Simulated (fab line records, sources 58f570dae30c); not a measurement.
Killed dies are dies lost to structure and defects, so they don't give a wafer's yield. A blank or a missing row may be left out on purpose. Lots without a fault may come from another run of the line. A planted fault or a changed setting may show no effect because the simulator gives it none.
Chamber matching | flow berkeley_cmos170 | UCB170_V2_CMP_02 on cmp-02: 4 sister chambers
The step polishes SiO2. 4 wafers are shown with their chamber, then 7 later ones without.

WAFERS WITH THEIR CHAMBER
wafer  | chamber | motor_current_A (A)
L754.2 | 0       | 18.2
L754.4 | 2       | 15.0
L763.1 | 1       | 12.9
L763.3 | 3       | 14.5

WAFERS WITHOUT THEIR CHAMBER
wafer  | motor_current_A (A)
L763.5 | 15.3
L765.1 | 17.1
L765.4 | 15.1
L765.6 | 14.2
L767.3 | 17.7
L767.5 | 18.0
L767.6 | 14.9

WHICH CHAMBER EACH WENT THROUGH
wafer  | from the rows above     | in truth
L763.5 | can't be placed: 2 or 3 | 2
L765.1 | 0                       | 0
L765.4 | can't be placed: 2 or 3 | 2
L765.6 | can't be placed: 3 or 2 | 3
L767.3 | 0                       | 0
L767.5 | 0                       | 0
L767.6 | can't be placed: 2 or 3 | 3
Placed correctly: 3 of 7. Can't be placed from these rows: 4 (the true chamber is among the candidates in 4). Placed wrongly: 0.
How it was worked out, from the rows above alone: a wafer's distance from a chamber is the root of the sum, over the readings, of the square of ((its reading less the chamber's mean) divided by the reading's scatter). The wafer belongs to the nearest chamber; if the next one is less than 2 further off, it can't be placed. A chamber's mean is the mean of its shown wafers. The scatter: with one shown wafer a chamber, the root of the mean of the squares of how far each hidden wafer lies from its nearest shown one.
